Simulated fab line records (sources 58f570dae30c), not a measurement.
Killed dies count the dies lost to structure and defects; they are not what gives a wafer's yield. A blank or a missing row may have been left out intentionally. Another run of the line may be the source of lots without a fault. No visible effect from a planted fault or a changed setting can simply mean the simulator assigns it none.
One fault seen from 2 desks :: flow berkeley_cmos170 :: numbers are kept per desk, each desk with only its own; the story behind them comes last

METROLOGY DESK
Means of the sampled wafers that have a number, per lot and without regard to the tool the lot ran on: this is what the gauges read. Marked OUT: a lot whose mean sits more than 4 standard deviations from the usual mean, which makes it out of limits; the brackets give that distance.
Columns: A = GATE_POLY_THK at UCB170_GATE_THK_MEAS_05, usual 214.7 nm; B = GATE_OVL at UCB170_GATE_OVL_MEAS_13, usual 0 nm; C = PLDD_OVL at UCB170_PLDD_OVL_MEAS_07, usual -1 nm; D = SPACER_TEOS_THK at UCB170_SPACER_THK_MEAS_01, usual 375 nm
lot: L675
first seen here: day 7 03:17
A: 214.8
B: 6
C: -3
D: 373

lot: L676
first seen here: day 7 03:18
A: 215.0
B: 2
C: -4
D: 380

lot: L681
first seen here: day 8 05:55
A: 215.5
B: 7
C: -5
D: 380

lot: L678
first seen here: day 8 05:56
A: 217.0
B: 1
C: -2
D: 373

lot: L677
first seen here: day 8 05:58
A: 210.5
B: -2
C: -4
D: 374

lot: L682
first seen here: day 8 05:59
A: 213.1
B: 3
C: -1
D: 382

lot: L684
first seen here: day 9 16:26
A: 212.8
B: -4
C: -1
D: 452 (+16) OUT

lot: L691
first seen here: day 10 08:02
A: 213.7
B: 5
C: -1
D: 368

lot: L692
first seen here: day 10 21:02
A: 213.0
B: -1
C: 2
D: 372

lot: L695
first seen here: day 11 01:05
A: 217.7
B: 1
C: 2
D: 379

lot: L696
first seen here: day 11 01:05
A: 218.3
B: 4
C: -7
D: 369

lot: L697
first seen here: day 12 01:06
A: 217.4
B: -0
C: 3
D: 378

lot: L698
first seen here: day 12 07:26
A: 214.3
B: 0
C: 4
D: 380
This desk's finding: out of limits on L684; first on L684, day 9 23:39 (SPACER_TEOS_THK at UCB170_SPACER_THK_MEAS_01). Within limits: L675, L676, L681, L678, L677, L682, L691, L692, L695, L696, L697, L698.

FOR THE TOOL OWNER'S DESK: pecvd-02
The tool's own readings at UCB170_SPACER_CVD_00 (deposits SiO2 from TEOS/O2, target thk 376 nm, time 47 s): means of the sampled wafers that have a number, for each lot that ran on this tool. Marked OUT: a lot whose mean sits more than 4 standard deviations from the usual mean, which makes it out of limits; the brackets give that distance.
Columns: A = heater_power_w at UCB170_SPACER_CVD_00, usual 227 W
lot: L676
first seen here: day 7 10:44
A: 220

lot: L681
first seen here: day 8 14:08
A: 226

lot: L682
first seen here: day 8 14:56
A: 260

lot: L684
first seen here: day 9 23:36
A: 277
Finding of this desk: none of the 4 lots has anything out of limits.

BROUGHT TOGETHER
At day 9 23:39 the metrology desk could have sounded an alarm, on L684.
Nothing out of limits was seen by the tool owner's desk.
Tool owner's desk: L684 on record, inside its limits.
UCB170_SPACER_CVD_00 was run on pecvd-02 by each of the lots named.

WHAT THE SIMULATOR HAD INSERTED
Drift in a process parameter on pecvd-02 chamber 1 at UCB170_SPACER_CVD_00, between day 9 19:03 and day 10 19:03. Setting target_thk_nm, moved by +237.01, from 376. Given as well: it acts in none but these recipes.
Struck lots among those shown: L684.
Delay in hours, fault start to first out-of-limits reading, per desk: metrology desk 5.
